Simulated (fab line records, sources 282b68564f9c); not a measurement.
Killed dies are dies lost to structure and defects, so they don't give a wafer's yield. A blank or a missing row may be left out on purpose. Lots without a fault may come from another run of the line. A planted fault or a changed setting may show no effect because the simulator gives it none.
Problem report in the 8D (eight disciplines) form, filled by code | flow rit_cmos | the parts of the form that need people (team, actions taken, sign-off) are left out

1. THE PROBLEM
run_length_s at RIT_GATE_ETCH_19 reads a mean of 239.4 s on 6 wafers of 2 lots; wafers without a fault read 193.2 s with a standard deviation of 0.42. That is +99 or more standard deviations from the usual mean.
The step: etches poly-Si in SF6/CHF3/O2, stops on SiO2, time 165 s, target depth 312.5 nm.
First seen on wafer L863.1, day 4 14:10, on rie_si-01. The record holds 24 wafers of 8 lots with a number at this step. Rule for "out", or "out of limits": more than 4 standard deviations from the usual mean. The other wafers with a number count as sound.

2. WHAT IT IS AND WHAT IT IS NOT
question                    | is                           | is not
which readings at this step | run_length_s, oes_product_au | drypump_motor_current_A, rf_fwd_power_W, throttle_valve_pct
which lots                  | L863, L865                   | L866, L867, L870, L872, L874, L876
which wafers of those lots  | all that have a number       | -
read on which tools         | rie_si-01                    | rie_si-02
when                        | from day 4 14:10             | up to then (0 sound wafers); but 18 sound wafers of L866, L867, L870, L872, L874, L876 came after

3. SUSPECTS, AND WHAT RULES EACH OUT
Counting: a tool at a process step up to the reading stays a suspect if it ran every lot that is out and no sound lot after the first of them.
- rie_si-01 at RIT_GATE_ETCH_19 (etches poly-Si in SF6/CHF3/O2, stops on SiO2, time 165 s, target depth 312.5 nm): kept. It ran every lot that is out, first L863 (day 4 14:10), and no sound lot after that. Its own readings are out on those wafers: oes_product_au, run_length_s.
Left after counting: rie_si-01 at RIT_GATE_ETCH_19.

4. THE CAUSE (what the simulator had put in)
Process parameter drift: rie_si-01, from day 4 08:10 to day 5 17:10, at RIT_GATE_ETCH_19. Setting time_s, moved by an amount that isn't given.
Counting left only this tool.

5. THE CHAIN OF EFFECTS, in route order
Each row: a reading whose mean over the struck wafers that have a number lies more than 3 standard deviations from the usual. Only readings for which the record gives a usual standard deviation are gone through. hours: the time from each lot's start at the first step in this table that gives one to its start at this step, as a median over the lots. sigmas: the change in usual standard deviations.
hours | step             | reading        | usual      | on struck wafers | change | sigmas
0     | RIT_GATE_ETCH_19 | oes_product_au | 0.837 a.u. | 0.716            | -0.121 | -9.3
0     | RIT_GATE_ETCH_19 | run_length_s   | 193.2 s    | 239.4            | +46.2  | +99 or more
The process steps in it:
- RIT_GATE_ETCH_19: etches poly-Si in SF6/CHF3/O2, stops on SiO2, time 165 s, target depth 312.5 nm.
Later measuring or inspecting steps at which every struck wafer that the step has a row for has a number for every such reading, and none has moved that far: RIT_PSD_TW_MEAS_10, RIT_SDANNEAL_RS_MEAS_05.

6. WHAT WOULD HAVE CAUGHT IT SOONER
In this record the first reading out of limits was taken at day 4 14:10, 6 hours after the fault began at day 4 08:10.
